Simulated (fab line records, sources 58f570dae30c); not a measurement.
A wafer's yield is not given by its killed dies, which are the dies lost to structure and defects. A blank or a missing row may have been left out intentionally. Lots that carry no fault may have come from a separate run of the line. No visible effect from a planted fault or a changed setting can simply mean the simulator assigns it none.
What tool caused it?	flow berkeley_cmos170	7 lots (21 wafers sampled), 1 step of a 331-step route

== WHAT THE GAUGES READ, wafer by wafer ==
UCB170_M2_CD_MEAS_15: target cd 700 nm.
lot	measured	on	cd_nm (nm)
L326	day 9 00:22	cd_sem-02	696.9 697.8 697.0
L329	day 9 10:16	cd_sem-02	700.6 699.9 700.4
L330	day 9 12:23	cd_sem-02	701.1 700.4 701.7
L333	day 10 11:59	cd_sem-01	700.0 698.4 699.0
L337	day 11 11:34	cd_sem-01	701.5 700.0 700.2
L342	day 12 08:34	cd_sem-01	700.0 702.4 700.9
L346	day 13 08:19	cd_sem-02	697.7 697.6 698.7

== TOOL THAT RAN EACH LOT (tool first, then ch and the chambers of the sampled wafers, then the start) ==
There is no process step in the record ahead of these readings.

== THE ANSWER, worked out from the rows above alone ==
Rule: what is usual is taken from the lots themselves. Put in order of their means at a reading, lots are off if they are a third of the lots or fewer, leave a main group of 4 or more, and stand apart from it by a gap of 3 or more times the standard deviation of the main group's means; of several such gaps the widest counts. A main group is skipped when, at the precision printed for the reading in the tables above, its means are all equal. Also off: a lot with no number at a reading for which 4 or more lots have one. All remaining lots with rows at the step are treated as sound.
No lot is off on any of the readings shown, so nothing can be concluded from this.

== WHAT THE SIMULATOR HAD INSERTED ==
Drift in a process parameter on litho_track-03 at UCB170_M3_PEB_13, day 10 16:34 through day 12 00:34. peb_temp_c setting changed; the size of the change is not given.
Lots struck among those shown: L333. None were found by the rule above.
